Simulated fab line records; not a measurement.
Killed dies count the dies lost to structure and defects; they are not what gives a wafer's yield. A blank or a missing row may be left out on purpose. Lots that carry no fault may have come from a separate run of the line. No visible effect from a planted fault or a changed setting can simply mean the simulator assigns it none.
Split-lot trial	flow rit_cmos	on a route of 202 steps: 5 lots, 23 wafers read

== SPLIT DETAILS ==
At RIT_ACTIVE_COAT_06 (resist thk 1000 nm), the setting resist_thk_nm was moved away from the recipe's 1000 nm on 5 of the 23 wafers read, by -5.9% to -4.7%. For the rest of the wafers, this setting stayed at what the recipe calls for.

== FROM THE SPLIT TO THE READING: what the file shows between them, 5 steps ==
- RIT_ACTIVE_EXPOSE_08: exposes mask M1, target cd 1400 nm (also split here: dose_mj)
- RIT_ACTIVE_PEB_09
- RIT_ACTIVE_DEVELOP_10: develop time 50 s
- RIT_ACTIVE_CD_MEAS_11: target cd 1400 nm
- RIT_ACTIVE_HARDBAKE_12: time 60 s

== THE READING ==
NOVOLAK_of_ACTIVE_COAT_06.thk_nm (the simulator's own value, which no gauge read), in nm, at RIT_ACTIVE_ETCH_13 (etches Si3N4 in SF6, stops on SiO2, time 210 s, target depth 210 nm). No usual value for it is given in the file. Here, 18 wafers ran the recipe; their average is 656.5 nm with a standard deviation of 6.5 nm.

wafer	tool, chamber at the split	resist_thk_nm as run, nm	against the recipe	NOVOLAK_of_ACTIVE_COAT_06.thk_nm, nm	against lot-mates on the recipe
L074.1	litho_track-03, 0	1000	recipe	652.3	-
L074.2	litho_track-03, 0	1000	recipe	666.9	-
L074.3	litho_track-03, 0	1000	recipe	662.6	-
L074.5	litho_track-03, 0	1000	recipe	649.3	-
L074.6	litho_track-03, 0	1000	recipe	666	-
L078.1	litho_track-02, 0	1000	recipe	660	-
L078.2	litho_track-02, 0	1000	recipe	651.1	-
L078.4	litho_track-02, 0	1000	recipe	657.2	-
L078.5	litho_track-02, 0	1000	recipe	658.2	-
L078.6	litho_track-02, 0	1000	recipe	651.6	-
L080.1	litho_track-04, 0	941.3	-5.9%	605.5	-43.8
L080.2	litho_track-04, 0	1000	recipe	653.2	-
L080.3	litho_track-04, 0	1000	recipe	640.3	-
L080.4	litho_track-04, 0	941.3	-5.9%	604.3	-45.0
L080.6	litho_track-04, 0	1000	recipe	654.4	-
L082.2	litho_track-04, 0	1000	recipe	653.6	-
L082.3	litho_track-04, 0	1000	recipe	658.2	-
L082.5	litho_track-04, 0	1000	recipe	656.8	-
L084.1	litho_track-04, 0	953.3	-4.7%	625.4	-37.6
L084.2	litho_track-04, 0	953.3	-4.7%	609.8	-53.2
L084.3	litho_track-04, 0	1000	recipe	663.3	-
L084.5	litho_track-04, 0	1000	recipe	662.8	-
L084.6	litho_track-04, 0	953.3	-4.7%	627.4	-35.6

THE FIT
A straight line over all 23 wafers: NOVOLAK_of_ACTIVE_COAT_06.thk_nm changes by +8.25 nm for each +1% of resist_thk_nm; r = +0.94; the points scatter about the line by 6.8 nm.
The same after taking each lot's own level away (the mean of its wafers on the recipe; 23 wafers): +8.26 nm for each +1%; r = +0.95; scatter 5.9 nm.
The reading moves by 48 nm for the largest change in resist_thk_nm, on that fit.
From 649.30 to 663.05 nm: that is the span of the lots' own levels, equal to 2.1 times the standard deviation above.
So the lot-to-lot level changes the slope little: the two slopes agree.
Check: -50.2 nm against its lot-mates is what the line predicts for one of the wafers moved furthest among these (-5.9%) when that wafer is left out of the fit. It came out at -43.8 nm against them.

== THE OTHER SPLITS THESE WAFERS WENT THROUGH ==
These wafers also went through other splits before the reading. Each is held against what the fit with the lots' levels taken away leaves over:
other split on the same wafers	wafers away from the commonest value	r with NOVOLAK_of_ACTIVE_COAT_06.thk_nm (lot level and that fit taken away)
RIT_ACTIVE_EXPOSE_08 dose_mj	7	+0.07

== THE WHOLE CHAIN: every reading that the file lists as answering this split, in the file's order ==
step	what it does	reading	change (the file's fit)	r (the file's)
RIT_ACTIVE_COAT_06	resist thk 1000 nm	NOVOLAK_of_ACTIVE_COAT_06.thk_nm (the simulator's own value, which no gauge read)	+9.76 nm for each +1% of the setting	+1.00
RIT_ACTIVE_HARDBAKE_12	time 60 s	NOVOLAK_of_ACTIVE_COAT_06.thk_nm (the simulator's own value, which no gauge read)	+8.54 nm for each +1% of the setting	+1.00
RIT_ACTIVE_ETCH_13	etches Si3N4 in SF6, stops on SiO2, time 210 s, target depth 210 nm	NOVOLAK_of_ACTIVE_COAT_06.thk_nm (the simulator's own value, which no gauge read)	+8.13 nm for each +1% of the setting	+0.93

== THE FILE'S OWN FIT ==
NOVOLAK_of_ACTIVE_COAT_06.thk_nm changes by +8.13 nm for each +1% of resist_thk_nm, r = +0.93.
